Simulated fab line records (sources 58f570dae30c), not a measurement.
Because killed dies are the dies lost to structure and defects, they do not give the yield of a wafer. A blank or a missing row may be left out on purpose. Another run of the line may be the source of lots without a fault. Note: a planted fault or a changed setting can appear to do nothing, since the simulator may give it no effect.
Which tool is to blame? ; flow berkeley_cmos170 ; 7 lots, 21 wafers sampled, at 2 steps of a route of 331

## WHAT THE GAUGES SHOWED, per wafer
UCB170_PWELL_OVL_MEAS_13.
lot;measured;on;PWELL_OVL (nm)
L664;day 3 13:56;overlay-01;16 11 12
L665;day 4 01:57;overlay-01;1 8 4
L669;day 4 19:02;overlay-02;2 2 13
L673;day 5 09:04;overlay-01;0 3 6
L679;day 7 01:22;overlay-02;2 -1 -1
L681;day 7 10:38;overlay-01;-2 4 3
L686;day 8 22:17;overlay-01;-2 -5 -4

## WHAT TOOL EACH LOT RAN ON (gives the tool, then ch and the chambers of the sampled wafers, and finally the start)
lot;UCB170_ZERO_PEB_04
L664;litho_track-04 ch 0, day 2 04:25
L665;litho_track-01 ch 0, day 2 11:16
L669;litho_track-01 ch 0, day 3 03:55
L673;litho_track-04 ch 0, day 4 01:03
L679;litho_track-01 ch 0, day 5 06:56
L681;litho_track-01 ch 0, day 5 18:15
L686;litho_track-01 ch 0, day 7 00:50
- UCB170_ZERO_PEB_04

## THE ANSWER, worked out from the rows above alone
Rule: the lots themselves supply what counts as usual. Put in order of their means at a reading, lots are off if they are a third of the lots or fewer, leave a main group of 4 or more, and stand apart from it by a gap of 3 or more times the standard deviation of the main group's means; of several such gaps the widest counts. A main group is skipped when, at the precision printed for the reading in the tables above, its means are all equal. A lot without any number at a reading at which 4 lots or more have one is off too. All remaining lots with rows at the step are treated as sound.
Across all readings shown, no lot is off: no conclusion can be drawn from this.

## WHAT THE SIMULATOR PUT IN
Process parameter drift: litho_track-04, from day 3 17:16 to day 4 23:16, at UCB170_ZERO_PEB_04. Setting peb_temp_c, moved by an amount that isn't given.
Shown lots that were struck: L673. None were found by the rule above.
